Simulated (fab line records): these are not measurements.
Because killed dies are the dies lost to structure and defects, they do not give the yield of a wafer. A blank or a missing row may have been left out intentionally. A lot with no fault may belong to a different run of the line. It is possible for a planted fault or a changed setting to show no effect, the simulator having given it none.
Which tool is to blame? + flow berkeley cmos170 + 45 wafers from 15 lots sampled at 5 of the route's 331 steps

== WHAT THE GAUGES SHOWED, per wafer ==
UCB170_PWELL_OVL_MEAS_13.
| lot  | measured    | on         | PWELL_OVL (nm) |
|------|-------------|------------|----------------|
| L830 | day 3 00:41 | overlay-01 | -11 -4 -17     |
| L831 | day 3 01:07 | overlay-01 | -3 -8 -7       |
| L833 | day 3 17:50 | overlay-02 | 1 -1 -4        |
| L834 | day 3 18:05 | overlay-01 | -11 -15 -9     |
| L835 | day 4 06:51 | overlay-01 | -5 -3 -9       |
| L836 | day 4 07:08 | overlay-01 | 3 -3 -11       |
| L839 | day 5 03:53 | overlay-02 | 3 0 3          |
| L841 | day 5 07:30 | overlay-02 | 0 -2 -2        |
| L840 | day 5 07:44 | overlay-02 | -6 -16 -5      |
| L842 | day 5 18:37 | overlay-02 | -7 0 -7        |
| L843 | day 6 02:39 | overlay-01 | -10 -6 -14     |
| L844 | day 6 02:56 | overlay-02 | 3 0 -1         |
| L846 | day 6 13:44 | overlay-01 | -10 -10 -1     |
| L847 | day 6 20:14 | overlay-02 | -14 -5 -7      |
| L853 | day 7 21:56 | overlay-01 | -3 -4 -7       |

UCB170_GATE_OVL_MEAS_13.
| lot  | measured     | on         | GATE_OVL (nm) |
|------|--------------|------------|---------------|
| L830 | day 6 04:47  | overlay-02 | -5 -4 -11     |
| L831 | day 6 04:25  | overlay-01 | 2 -2 -5       |
| L833 | day 7 02:52  | overlay-02 | -3 -6 -2      |
| L834 | day 7 03:06  | overlay-01 | 0 -11 -2      |
| L835 | day 7 17:27  | overlay-02 | -7 -4 1       |
| L836 | day 7 17:59  | overlay-02 | -9 -11 -10    |
| L839 | day 8 08:12  | overlay-02 | 6 6 14        |
| L841 | day 8 07:50  | overlay-02 | -6 -3 -11     |
| L840 | day 8 08:05  | overlay-01 | 4 -6 3        |
| L842 | day 8 23:11  | overlay-02 | -11 -7 -2     |
| L843 | day 9 08:32  | overlay-01 | -12 -11 -12   |
| L844 | day 9 09:04  | overlay-01 | -16 -12 -21   |
| L846 | day 9 08:48  | overlay-02 | -3 -3 0       |
| L847 | day 9 16:19  | overlay-01 | -12 -8 -17    |
| L853 | day 10 10:22 | overlay-01 | -11 -4 2      |

UCB170_NLDD_CD_MEAS_06: target cd 1200 nm.
| lot  | measured     | on        | cd nm (nm)           |
|------|--------------|-----------|----------------------|
| L830 | day 6 08:31  | cd sem-01 | 1201.6 1202.2 1203.0 |
| L831 | day 6 07:44  | cd sem-01 | 1200.9 1200.9 1202.5 |
| L833 | day 7 06:48  | cd sem-01 | 1197.6 1198.3 1199.1 |
| L834 | day 7 07:07  | cd sem-01 | 1199.6 1200.5 1199.5 |
| L835 | day 7 22:01  | cd sem-02 | 1200.0 1200.8 1199.7 |
| L836 | day 7 22:13  | cd sem-02 | 1200.1 1201.9 1198.5 |
| L839 | day 8 12:34  | cd sem-01 | 1198.6 1199.0 1198.3 |
| L841 | day 8 12:01  | cd sem-01 | 1200.3 1201.1 1199.9 |
| L840 | day 8 12:17  | cd sem-01 | 1200.7 1200.8 1199.9 |
| L842 | day 9 03:25  | cd sem-02 | 1201.2 1201.0 1201.6 |
| L843 | day 9 14:58  | cd sem-02 | - - -                |
| L844 | day 9 15:37  | cd sem-02 | - - -                |
| L846 | day 9 15:14  | cd sem-01 | - - -                |
| L847 | day 9 21:17  | cd sem-01 | 1201.3 1199.3 1200.8 |
| L853 | day 10 15:28 | cd sem-01 | 1201.2 1200.2 1199.5 |

UCB170_NSD_TW_MEAS_10.
| lot  | measured     | on            | NSD_TW         |
|------|--------------|---------------|----------------|
| L830 | day 6 18:11  | film metro-01 | 4203 4185 4203 |
| L831 | day 6 17:55  | film metro-01 | 4181 4179 4161 |
| L833 | day 7 16:28  | film metro-01 | 4208 4208 4215 |
| L834 | day 7 17:01  | film metro-02 | 4224 4214 4225 |
| L835 | day 8 05:40  | film metro-01 | 4191 4199 4168 |
| L836 | day 8 05:56  | film metro-01 | 4181 4191 4191 |
| L839 | day 8 21:31  | film metro-02 | 4228 4204 4189 |
| L841 | day 8 20:08  | film metro-04 | 4213 4233 4198 |
| L840 | day 8 20:24  | film metro-04 | 4225 4242 4216 |
| L842 | day 9 13:28  | film metro-04 | 4220 4207 4207 |
| L843 | day 10 00:25 | film metro-01 | 4217 4215 4193 |
| L844 | day 10 00:05 | film metro-02 | 4212 4233 4208 |
| L846 | day 10 00:41 | film metro-02 | 4233 4220 4223 |
| L847 | day 10 04:27 | film metro-01 | 4202 4194 4182 |
| L853 | day 11 01:37 | film metro-01 | 4170 4198 4178 |

== TOOL THAT RAN EACH LOT (tool first, then ch and the chambers of the sampled wafers, then the start) ==
| lot  | UCB170_NLDD_COAT_01               |
|------|-----------------------------------|
| L830 | litho track-03 ch 0, day 6 07:41  |
| L831 | litho track-03 ch 0, day 6 06:53  |
| L833 | litho track-04 ch 0, day 7 05:47  |
| L834 | litho track-01 ch 0, day 7 06:25  |
| L835 | litho track-04 ch 0, day 7 21:04  |
| L836 | litho track-04 ch 0, day 7 21:31  |
| L839 | litho track-01 ch 0, day 8 11:23  |
| L841 | litho track-04 ch 0, day 8 10:55  |
| L840 | litho track-03 ch 0, day 8 11:10  |
| L842 | litho track-03 ch 0, day 9 01:56  |
| L843 | litho track-01, day 9 14:13       |
| L844 | litho track-01, day 9 14:49       |
| L846 | litho track-04, day 9 14:23       |
| L847 | litho track-03 ch 0, day 9 19:47  |
| L853 | litho track-03 ch 0, day 10 14:37 |
- UCB170_NLDD_COAT_01: resist thk 900 nm.

== AS READ BY THE TOOLS THEMSELVES (means over the sampled wafers that have a number; for cases with no such wafer, the mark the record gives instead) ==
UCB170_NLDD_COAT_01.
| lot  | tool           | chill plate temp C (C) | dispense pressure kPa (kPa) |
|------|----------------|------------------------|-----------------------------|
| L830 | litho track-03 | 22.86                  | 52                          |
| L831 | litho track-03 | 23.01                  | 52                          |
| L833 | litho track-04 | 23.04                  | 56                          |
| L834 | litho track-01 | 22.97                  | 46                          |
| L835 | litho track-04 | 22.99                  | 56                          |
| L836 | litho track-04 | 22.85                  | 56                          |
| L839 | litho track-01 | 22.83                  | 46                          |
| L841 | litho track-04 | 23.00                  | 56                          |
| L840 | litho track-03 | 23.07                  | 52                          |
| L842 | litho track-03 | 22.79                  | 52                          |
| L843 | litho track-01 | -                      | -                           |
| L844 | litho track-01 | -                      | -                           |
| L846 | litho track-04 | -                      | -                           |
| L847 | litho track-03 | 22.99                  | 52                          |
| L853 | litho track-03 | 22.91                  | 52                          |

== THE ANSWER, worked out from the rows above alone ==
Rule: what is usual is taken from the lots themselves. The widest of any qualifying gaps counts: lots, ordered by their means at a reading, are off when they make up no more than a third of the lots, leave a main group of 4 or more, and stand apart from it by 3 or more times the standard deviation of that group's means. If all means in a main group match to the digits the tables above print for the reading, that group is not used. Also off: a lot with no number at a reading for which 4 or more lots have one. All remaining lots with rows at the step are treated as sound. First the gauges in route order, then the tools' own readings, where a lot's mean is used as printed above. At the first step where some lot is off, the reading lying furthest off is the one used; lots without a number count as furthest.
Off, at UCB170_NLDD_CD_MEAS_06 on cd nm: L843, L844, L846. Without a number there: L843, L844, L846. Mean 1200.3 nm and standard deviation 1 in the main group.
A tool fits if, at a process step before that reading, it ran every lot that is off, and no sound lot after the first of them. Not tried: the gauges at UCB170_NLDD_CD_MEAS_06; whatever is off there is also off at UCB170_NLDD_COAT_01, on other tools, and gauge error can't account for it. No candidate that was tried fits.

== WHAT THE SIMULATOR HAD PUT IN ==
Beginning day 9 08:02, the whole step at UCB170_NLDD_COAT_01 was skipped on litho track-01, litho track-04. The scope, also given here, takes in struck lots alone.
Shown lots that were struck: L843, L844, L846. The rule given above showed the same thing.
